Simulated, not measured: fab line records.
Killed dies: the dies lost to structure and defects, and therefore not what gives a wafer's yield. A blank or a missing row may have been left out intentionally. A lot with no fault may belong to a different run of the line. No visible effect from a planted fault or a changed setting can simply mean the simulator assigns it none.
Matching of chambers ; flow berkeley_cmos170 ; UCB170_GATE_ETCH_15 on rie_si-02 has 4 sister chambers
The step etches poly-Si in HBr/Cl2, stops on SiO2, time 56.3 s, target depth 278.2 nm. 4 wafers are shown with their chamber, then 7 later ones without.

## WAFERS, EACH WITH ITS CHAMBER
wafer;chamber;throttle_valve_pct (%)
L244.3;3;26.27
L244.4;0;26.48
L245.1;1;26.62
L245.2;2;26.28

## WAFERS MISSING THEIR CHAMBER
wafer;throttle_valve_pct (%)
L245.4;26.64
L247.2;26.28
L247.5;26.62
L247.6;26.27
L249.3;26.28
L249.4;26.64
L249.5;26.55

## WHICH CHAMBER EACH WENT THROUGH
wafer;from the rows above;in truth
L245.4;1;1
L247.2;can't be placed: 2 or 3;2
L247.5;1;1
L247.6;can't be placed: 3 or 2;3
L249.3;can't be placed: 2 or 3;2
L249.4;1;1
L249.5;can't be placed: 0 or 1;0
Correctly placed: 3 of 7. Not placeable from these rows: 4 (in 4, the candidates include the true chamber). 0 placed wrongly.
How it was worked out, from the rows above alone: a wafer's distance from a chamber is the root of the sum, over the readings, of the square of ((its reading less the chamber's mean) divided by the reading's scatter). If the next closest chamber is less than 2 further off than the closest, the wafer can't be placed; otherwise it belongs to the closest. For every chamber, the mean is computed from those of its wafers that are shown. The scatter: root of mean squared gap, hidden wafer to nearest shown wafer, with one shown wafer a chamber.
